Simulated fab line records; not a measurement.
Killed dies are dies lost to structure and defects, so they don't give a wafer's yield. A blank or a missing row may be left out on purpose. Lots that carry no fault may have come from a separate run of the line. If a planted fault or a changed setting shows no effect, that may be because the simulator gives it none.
Problem report in the 8D (eight disciplines) form, filled by code -- flow berkeley-cmos170 -- the parts of the form that need people (team, actions taken, sign-off) are left out

1. THE ISSUE
oes-product-au at UCB170_M1_METAL_ETCH_12 reads a mean of 0.789 a.u. on 4 wafers of 2 lots; wafers without a fault read 0.847 a.u. with a standard deviation of 0.009. Relative to the usual mean, that is a shift of -6.4 standard deviations.
The step: etches Al in Cl2/BCl3, stops on PSG, target depth 780 nm, time 130 s.
The first sign was on wafer L502.2 at day 11 05:32, on rie-metal-02. The record has a number at this step for 42 wafers belonging to 14 lots. Rule for "out" (also "out of limits"): further than 4 standard deviations from the usual mean. The other wafers with a number count as sound.

2. WHAT THIS IS AND IS NOT
question,is,is not
which readings at this step,oes-product-au,"drypump-motor-current-A, throttle-valve-pct"
which lots,"L502, L503","L489, L490, L491, L492, L494, L495, L496, L504, L507, L509, L511, L512"
which wafers of those lots,"L502.2, L502.6, L503.2, L503.3","L502.3, L503.4"
read on which tools,rie-metal-02,"rie-metal-01, rie-metal-03"
when,from day 11 05:32,"up to then (22 sound wafers); but 16 sound wafers of L503, L504, L507, L509, L511, L512 came after"

3. SUSPECTS, AND WHAT RULES EACH OUT
Counting: a tool at a process step up to the reading stays a suspect if it ran every lot that is out. Sound lots after the first of them don't rule it out here, since some wafers of a struck lot are sound.
- rie-metal-02 at UCB170_M1_METAL_ETCH_12 (etches Al in Cl2/BCl3, stops on PSG, target depth 780 nm, time 130 s): kept. Every lot that is out went through it, the first being L502 (day 11 05:32); the last sound lot it ran before that was L495 (day 9 18:32). Out on those wafers are its own readings of oes-product-au.
- Within rie-metal-02 at UCB170_M1_METAL_ETCH_12, the wafers that are out were processed in chamber 1 and their sound lot-mates in chamber 0.
After counting, what remains is rie-metal-02 at UCB170_M1_METAL_ETCH_12.

4. THE CAUSE (what the simulator had put in)
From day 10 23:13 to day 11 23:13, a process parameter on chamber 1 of rie-metal-02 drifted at UCB170_M1_METAL_ETCH_12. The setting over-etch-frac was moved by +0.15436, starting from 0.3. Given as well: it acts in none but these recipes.
The count eliminated every tool but this one.

5. THE CHAIN OF EFFECTS, in route order
Each row: a reading whose mean over the struck wafers that have a number lies more than 3 standard deviations from the usual. Only readings whose record carries a usual standard deviation are examined. hours: median over the lots of the time between each lot's start at the first step of this table that gives one and its start at this step. sigmas: the change, counted in usual standard deviations.
hours,step,reading,usual,on struck wafers,change,sigmas
0,UCB170_M1_METAL_ETCH_12,oes-product-au,0.847 a.u.,0.789,-0.058,-6.4
0,UCB170_M1_STRIP_13,oes-product-au,0.719 a.u.,0.699,-0.020,-4.4
It contains these process steps:
- UCB170_M1_METAL_ETCH_12: etches Al in Cl2/BCl3, stops on PSG, target depth 780 nm, time 130 s.
- UCB170_M1_STRIP_13: strips in O2.

6. HOW IT WOULD HAVE BEEN CAUGHT EARLIER
6 hours passed between the start of the fault at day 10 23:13 and the first reading out of limits in this record, taken at day 11 05:32.
